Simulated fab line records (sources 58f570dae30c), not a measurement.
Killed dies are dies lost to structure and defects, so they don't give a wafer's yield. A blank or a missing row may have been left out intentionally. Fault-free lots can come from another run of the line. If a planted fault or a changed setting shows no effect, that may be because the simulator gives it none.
A sampling plan put to the test	flow berkeleyCmos170	one fab line, 31 faults that these records tell of, each judged on the records of the lots that it struck; 1 more is left out, because the records don't allow judging it
The plan consists of the line's own looks: route steps at which the wafer is read by a gauge or an inspection but not changed. Where struck wafers have a number at a look and the file lists that look's usual mean and standard deviation on fault-free wafers, the look can be judged. Caught: a look later than the fault's first step finds the struck wafers' mean 4 or more of those standard deviations (sigma) from the usual mean. On the tool: the same test on the tool's own readings at the fault's steps. Caught also covers a different recipe on the struck wafers, or a record left blank for those wafers only.

## THE FAULTS, as the simulator had put them in
1. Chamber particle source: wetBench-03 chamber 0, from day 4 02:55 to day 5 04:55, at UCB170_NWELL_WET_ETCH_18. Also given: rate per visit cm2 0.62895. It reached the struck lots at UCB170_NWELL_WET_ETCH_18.
2. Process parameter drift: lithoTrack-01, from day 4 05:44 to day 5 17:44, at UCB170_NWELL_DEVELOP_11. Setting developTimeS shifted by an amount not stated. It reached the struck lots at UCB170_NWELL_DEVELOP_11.
3. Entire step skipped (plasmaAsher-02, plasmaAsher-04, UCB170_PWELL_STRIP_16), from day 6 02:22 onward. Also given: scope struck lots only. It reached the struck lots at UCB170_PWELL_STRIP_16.
4. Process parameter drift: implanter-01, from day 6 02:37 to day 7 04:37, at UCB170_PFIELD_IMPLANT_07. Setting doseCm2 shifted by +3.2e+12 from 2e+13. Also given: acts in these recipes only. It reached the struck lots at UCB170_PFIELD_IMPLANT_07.
5. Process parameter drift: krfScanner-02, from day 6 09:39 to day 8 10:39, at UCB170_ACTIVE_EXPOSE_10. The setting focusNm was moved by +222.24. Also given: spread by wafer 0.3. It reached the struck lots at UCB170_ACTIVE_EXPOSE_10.
6. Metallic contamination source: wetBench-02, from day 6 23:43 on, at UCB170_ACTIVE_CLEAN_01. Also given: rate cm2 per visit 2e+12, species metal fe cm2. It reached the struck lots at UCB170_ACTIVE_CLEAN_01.
7. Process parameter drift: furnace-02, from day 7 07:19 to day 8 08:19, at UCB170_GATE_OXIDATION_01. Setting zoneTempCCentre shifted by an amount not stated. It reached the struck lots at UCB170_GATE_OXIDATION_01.
8. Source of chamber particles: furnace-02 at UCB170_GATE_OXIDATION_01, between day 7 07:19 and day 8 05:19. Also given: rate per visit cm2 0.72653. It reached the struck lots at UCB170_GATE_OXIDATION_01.
9. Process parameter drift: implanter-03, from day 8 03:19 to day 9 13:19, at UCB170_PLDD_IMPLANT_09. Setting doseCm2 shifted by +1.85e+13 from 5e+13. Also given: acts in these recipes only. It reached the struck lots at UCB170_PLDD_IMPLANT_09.
10. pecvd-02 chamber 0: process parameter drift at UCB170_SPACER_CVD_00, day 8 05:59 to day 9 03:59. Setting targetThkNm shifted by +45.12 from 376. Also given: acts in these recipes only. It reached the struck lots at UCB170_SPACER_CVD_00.
11. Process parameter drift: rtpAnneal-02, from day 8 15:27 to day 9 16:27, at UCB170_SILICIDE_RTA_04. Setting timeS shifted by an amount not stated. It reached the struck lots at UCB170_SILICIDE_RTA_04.
12. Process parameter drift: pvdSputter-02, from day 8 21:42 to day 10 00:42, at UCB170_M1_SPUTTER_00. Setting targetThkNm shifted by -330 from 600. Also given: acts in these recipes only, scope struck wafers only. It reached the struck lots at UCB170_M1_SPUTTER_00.
13. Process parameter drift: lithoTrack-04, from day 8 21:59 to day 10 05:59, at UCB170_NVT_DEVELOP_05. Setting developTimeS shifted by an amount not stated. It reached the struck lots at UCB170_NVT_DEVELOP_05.
14. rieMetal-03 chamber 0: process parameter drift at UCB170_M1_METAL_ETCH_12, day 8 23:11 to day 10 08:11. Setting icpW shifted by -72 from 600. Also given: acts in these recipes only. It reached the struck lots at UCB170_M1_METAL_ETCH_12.
15. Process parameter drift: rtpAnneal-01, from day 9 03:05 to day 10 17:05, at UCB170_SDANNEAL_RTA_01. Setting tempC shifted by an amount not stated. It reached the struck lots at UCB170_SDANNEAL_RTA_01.
16. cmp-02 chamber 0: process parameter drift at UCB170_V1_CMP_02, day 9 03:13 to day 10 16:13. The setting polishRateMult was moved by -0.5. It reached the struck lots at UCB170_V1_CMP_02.
17. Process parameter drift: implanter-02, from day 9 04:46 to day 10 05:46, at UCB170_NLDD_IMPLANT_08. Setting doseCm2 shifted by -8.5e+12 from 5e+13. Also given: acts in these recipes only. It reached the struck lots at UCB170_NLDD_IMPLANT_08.
18. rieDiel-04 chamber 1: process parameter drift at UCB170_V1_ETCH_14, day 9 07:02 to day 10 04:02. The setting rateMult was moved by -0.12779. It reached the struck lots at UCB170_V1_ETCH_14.
19. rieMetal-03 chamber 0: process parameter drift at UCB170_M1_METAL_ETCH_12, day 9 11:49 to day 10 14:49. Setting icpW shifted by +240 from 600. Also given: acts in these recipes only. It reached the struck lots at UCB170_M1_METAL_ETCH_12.
20. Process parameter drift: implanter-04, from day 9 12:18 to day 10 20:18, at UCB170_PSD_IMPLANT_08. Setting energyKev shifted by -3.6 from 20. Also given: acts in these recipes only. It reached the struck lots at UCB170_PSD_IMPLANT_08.
21. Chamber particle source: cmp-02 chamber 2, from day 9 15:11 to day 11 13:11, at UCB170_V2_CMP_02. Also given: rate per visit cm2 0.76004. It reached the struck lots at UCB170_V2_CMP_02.
22. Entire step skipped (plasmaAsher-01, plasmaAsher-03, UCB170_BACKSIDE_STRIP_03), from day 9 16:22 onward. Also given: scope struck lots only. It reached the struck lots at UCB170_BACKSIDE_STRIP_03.
23. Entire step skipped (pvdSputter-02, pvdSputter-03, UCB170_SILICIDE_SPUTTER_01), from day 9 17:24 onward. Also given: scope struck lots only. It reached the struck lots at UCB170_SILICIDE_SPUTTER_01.
24. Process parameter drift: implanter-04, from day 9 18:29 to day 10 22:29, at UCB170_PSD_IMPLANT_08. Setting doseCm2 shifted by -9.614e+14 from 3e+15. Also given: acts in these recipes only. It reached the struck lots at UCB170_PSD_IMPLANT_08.
25. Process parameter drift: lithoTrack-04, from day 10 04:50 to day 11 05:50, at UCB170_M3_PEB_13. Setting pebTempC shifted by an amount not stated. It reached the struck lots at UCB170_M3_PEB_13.
26. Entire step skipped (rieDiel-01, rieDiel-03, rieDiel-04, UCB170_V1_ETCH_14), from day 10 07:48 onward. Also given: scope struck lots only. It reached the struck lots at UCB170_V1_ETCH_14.
27. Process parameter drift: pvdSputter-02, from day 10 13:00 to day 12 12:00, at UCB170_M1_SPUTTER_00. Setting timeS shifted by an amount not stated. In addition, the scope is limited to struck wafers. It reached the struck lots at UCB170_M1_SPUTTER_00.
28. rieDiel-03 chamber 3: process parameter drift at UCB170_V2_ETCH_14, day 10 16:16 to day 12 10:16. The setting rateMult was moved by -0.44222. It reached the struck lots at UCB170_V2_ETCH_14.
29. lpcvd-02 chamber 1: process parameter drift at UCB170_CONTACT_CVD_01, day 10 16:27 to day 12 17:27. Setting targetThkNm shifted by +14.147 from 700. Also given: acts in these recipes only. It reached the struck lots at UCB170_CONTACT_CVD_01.
30. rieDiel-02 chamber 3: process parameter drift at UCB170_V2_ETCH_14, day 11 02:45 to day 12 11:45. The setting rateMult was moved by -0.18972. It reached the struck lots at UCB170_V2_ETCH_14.
31. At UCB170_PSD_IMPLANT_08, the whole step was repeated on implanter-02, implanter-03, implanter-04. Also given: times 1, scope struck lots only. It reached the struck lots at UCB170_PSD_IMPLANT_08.

## WHAT THE PLAN SAW
fault	on the tool itself	first look that catches it	reading, sigma	median hours from its first step to that look	hours from the fault's start to the first struck lot there	judged looks passed uncaught
1	no reading that can be judged	none of the 2 looks that can be judged after it	-	-	-	2
2	under 2 sigma	UCB170_NWELL_TW_MEAS_16	NWELL_TW -99 or beyond	1.0	3	0
3	no reading that can be judged	not the one look that can be judged after it	-	-	-	1
4	doseIonsCm2 +99 or beyond sigma	UCB170_PFIELD_TW_MEAS_09	PFIELD_TW +10	0.2	6	0
5	exposureDoseMJCm2 -6.4 sigma	not the one look that can be judged after it	strongest: cdNm at UCB170_ACTIVE_CD_MEAS_13, -3.9	-	-	1
6	no reading that can be judged	none of the 7 looks that can be judged after it	-	-	-	7
7	spikeTcCentreC +23 sigma	UCB170_GATE_THK_MEAS_02	GATE_OXIDE_THK +4.1	1.5	6	0
8	under 2 sigma	none of the 3 looks that can be judged after it	-	-	-	3
9	doseIonsCm2 +99 or beyond sigma	UCB170_PLDD_TW_MEAS_11	PLDD_TW +8.7	0.2	3	0
10	under 2 sigma	UCB170_SPACER_THK_MEAS_01	SPACER_TEOS_THK +7.4	0.0	4	0
11	under 2 sigma	none of the 6 looks that can be judged after it	-	-	-	6
12	under 2 sigma	UCB170_M1_RS_MEAS_01	M1_AL_RS +99 or beyond	0.1	5	0
13	under 2 sigma	UCB170_NVT_TW_MEAS_09	NVT_TW -99 or beyond	0.6	6	0
14	rfFwdPowerW -41 sigma	no look after it can be judged	-	-	-	0
15	only faintly: lampPowerPct -2.2 sigma	UCB170_SDANNEAL_RS_MEAS_02	PSD_RS +29	0.1	8	0
16	under 2 sigma	UCB170_V1_THK_MEAS_04	V1_POLISHED_THK +99 or beyond	2.6	7	1
17	doseIonsCm2 -99 or beyond sigma	UCB170_SDANNEAL_RS_MEAS_05	NLDD_RS +27	11.9	18	1
18	under 2 sigma	no look after it can be judged	-	-	-	0
19	rfFwdPowerW +99 or beyond sigma	not the one look that can be judged after it	strongest: cdNm at UCB170_M1_CD_MEAS_90, -3.3	-	-	1
20	beamEnergyKeV -99 or beyond sigma	UCB170_PSD_TW_MEAS_10	PSD_TW -7.1	0.2	6	0
21	under 2 sigma	not the one look that can be judged after it	-	-	-	1
22	no reading that can be judged	no look after it can be judged	-	-	-	0
23	the tool's record is blank for the struck wafers	no look after it can be judged	-	-	-	0
24	doseIonsCm2 -99 or beyond sigma	UCB170_PSD_TW_MEAS_10	PSD_TW -18	0.2	0	0
25	heaterPowerTotalW +12 sigma	none of the 2 looks that can be judged after it	strongest: cdNm at UCB170_M3_CD_MEAS_15, -3.6	-	-	2
26	the tool's record is blank for the struck wafers	no look after it can be judged	-	-	-	0
27	under 2 sigma	UCB170_M1_RS_MEAS_01	M1_AL_RS +5.4	0.1	8	0
28	oesProductAu -14 sigma	not the one look that can be judged after it	strongest: cdNm at UCB170_V2_CD_MEAS_90, -2.7	-	-	1
29	under 2 sigma	none of the 3 looks that can be judged after it	strongest: CONTACT_PSG_THK at UCB170_CONTACT_THK_MEAS_02, +3.6	-	-	3
30	under 2 sigma	no look after it can be judged	-	-	-	0
31	no reading that can be judged	UCB170_PSD_TW_MEAS_10	PSD_TW +37	0.5	-	0
Dash: fault not caught, or number not given in these records.

Caught at a look: 14 of 31. Caught on the tool: 13 of 31. By one or the other: 21 of 31.
Faults 5, 14, 19, 23, 25, 26, 28 were caught on the tool alone.
Caught at a look alone: faults 2, 10, 12, 13, 15, 16, 27, 31.
Caught by neither: faults 1, 3, 6, 8, 11, 18, 21, 22, 29, 30.

## THINNER SAMPLING
If the look that catches a fault measured only every second or every third lot, by lot number, the first struck lot would be measured this late in the worst case:
fault	struck lots at that look, in order of time	every lot	every second lot	every third lot
2	L499, L504, L505	3 h	26 h	may miss all 3
4	L632, L633	6 h	16 h	may miss all 2
7	L116, L117	6 h	6 h	may miss all 2
9	L363, L365	3 h	may miss all 2	may miss all 2
10	L662, L666	4 h	may miss all 2	may miss all 2
12	L342, L346	5 h	may miss all 2	may miss all 2
13	L601, L608	6 h	27 h	may miss all 2
15	L234, L236, L237	8 h	19 h	may miss all 3
16	L123, L125	7 h	may miss all 2	may miss all 2
17	L724, L726	18 h	may miss all 2	may miss all 2
20	L254, L256, L255	6 h	7 h	7 h
24	L168, L170, L169	0 h	1 h	1 h
27	L937	8 h	may miss it	may miss it
Hours are from the fault's start to the first struck lot that is measured. 4 sigma limit: tested on the pooled struck wafers, so a lone lot may be under it. Other struck lots may not be in these records.

## THE LONGEST TIMED WAY FROM STEP TO LOOK
In fault 17, a median of 11.9 hours elapses between UCB170_NLDD_IMPLANT_08 and UCB170_SDANNEAL_RS_MEAS_05. The look between them that can be judged stayed within 4 sigma: UCB170_NLDD_TW_MEAS_11.
